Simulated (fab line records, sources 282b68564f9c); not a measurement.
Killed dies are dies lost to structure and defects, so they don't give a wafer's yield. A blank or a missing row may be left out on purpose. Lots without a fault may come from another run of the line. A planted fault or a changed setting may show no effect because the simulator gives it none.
Tool commonality check | flow rit_cmos | 14 lots, 42 wafers sampled

WHY IT WAS OPENED
At RIT_NRETRO_TW_MEAS_10 the reading NRETRO_TW is flagged on 2 of 14 lots. Wafers without a fault read 1040, standard deviation 12.
Rule: a lot is flagged when every wafer of it that has a number lies more than 4 standard deviations from that mean, or none has a number. The other lots count as sound.

lot  | measured    | on            | NRETRO_TW, wafer by wafer | flag
L869 | day 2 15:19 | film_metro-03 | 1053 1055 1052            |
L870 | day 2 20:51 | film_metro-02 | 1038 1038 1046            |
L871 | day 3 02:41 | film_metro-03 | 1051 1049 1046            |
L875 | day 3 22:35 | film_metro-02 | 1038 1039 1037            |
L876 | day 4 04:49 | film_metro-02 | 1046 1047 1046            |
L878 | day 4 15:32 | film_metro-01 | 1025 1026 1028            |
L879 | day 4 22:47 | film_metro-01 | 1024 1032 1027            |
L881 | day 5 05:03 | film_metro-01 | 1157 1155 1157            | FLAGGED
L884 | day 5 18:53 | film_metro-01 | 1147 1146 1149            | FLAGGED
L886 | day 6 05:08 | film_metro-01 | 1032 1035 1029            |
L887 | day 6 10:11 | film_metro-02 | 1048 1047 1044            |
L888 | day 6 14:44 | film_metro-01 | 1032 1036 1030            |
L889 | day 6 20:35 | film_metro-03 | 1056 1053 1056            |
L890 | day 7 00:56 | film_metro-01 | 1031 1036 1033            |
The numbers of the flagged lots are 1152 on average: +112 against the usual, or +9 standard deviations.

WHICH TOOL RAN EACH LOT
The record holds 1 process step before the reading, out of a route of 202 steps. In each cell: the tool, then ch and the chambers that the sampled wafers went through, then the start.
lot  | flag    | RIT_NRETRO_IMPLANT_08
L869 |         | implanter-03 ch 0, day 2 15:01
L870 |         | implanter-02 ch 0, day 2 20:32
L871 |         | implanter-04 ch 0, day 3 02:22
L875 |         | implanter-03 ch 0, day 3 22:19
L876 |         | implanter-03 ch 0, day 4 04:29
L878 |         | implanter-02 ch 0, day 4 15:13
L879 |         | implanter-04 ch 0, day 4 22:28
L881 | FLAGGED | implanter-03 ch 0, day 5 04:44
L884 | FLAGGED | implanter-03 ch 0, day 5 18:34
L886 |         | implanter-04 ch 0, day 6 04:52
L887 |         | implanter-02 ch 0, day 6 09:52
L888 |         | implanter-02 ch 0, day 6 14:26
L889 |         | implanter-04 ch 0, day 6 20:17
L890 |         | implanter-02 ch 0, day 7 00:37
What these steps do:
- RIT_NRETRO_IMPLANT_08
- RIT_NRETRO_TW_MEAS_10

FLAGGED OVER TOTAL, TOOL BY TOOL (the gauges that took the reading come last)
step                  | tool          | lots run | flagged | share of the flagged lots | sound lots run after its first flagged lot
RIT_NRETRO_IMPLANT_08 | implanter-02  | 5        | 0       | none                      | -
RIT_NRETRO_IMPLANT_08 | implanter-03  | 5        | 2       | all                       | 0
RIT_NRETRO_IMPLANT_08 | implanter-04  | 4        | 0       | none                      | -
RIT_NRETRO_TW_MEAS_10 | film_metro-01 | 7        | 2       | all                       | 3 (L886,L888,L890)
RIT_NRETRO_TW_MEAS_10 | film_metro-02 | 4        | 0       | none                      | -
RIT_NRETRO_TW_MEAS_10 | film_metro-03 | 3        | 0       | none                      | -

WHAT THE TABLE ALLOWS
2 rows of the table ran every flagged lot: implanter-03 at RIT_NRETRO_IMPLANT_08, film_metro-01 at RIT_NRETRO_TW_MEAS_10.
- implanter-03 at RIT_NRETRO_IMPLANT_08: 2 of its 5 lots flagged. Its last sound lot is L876 (day 4 04:29), its first flagged lot L881 (day 5 04:44): a fault that began between those two fits. Its own readings lie more than 4 standard deviations out on every wafer of the flagged lots: dose_ions_cm2, faraday_current_uA.
- film_metro-01 at RIT_NRETRO_TW_MEAS_10: 2 of its 7 lots flagged. Sound lots ran on it after the first flagged one (L886, L888, L890), which a lasting fault on the whole tool wouldn't allow.
One tool is left: implanter-03 at RIT_NRETRO_IMPLANT_08.

WHAT THE SIMULATOR HAD PUT IN
Process parameter drift: implanter-03, from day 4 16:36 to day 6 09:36, at RIT_NRETRO_IMPLANT_08. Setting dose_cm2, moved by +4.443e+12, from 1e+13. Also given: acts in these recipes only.
Lots struck among those shown: L881, L884. The rule above found the same.
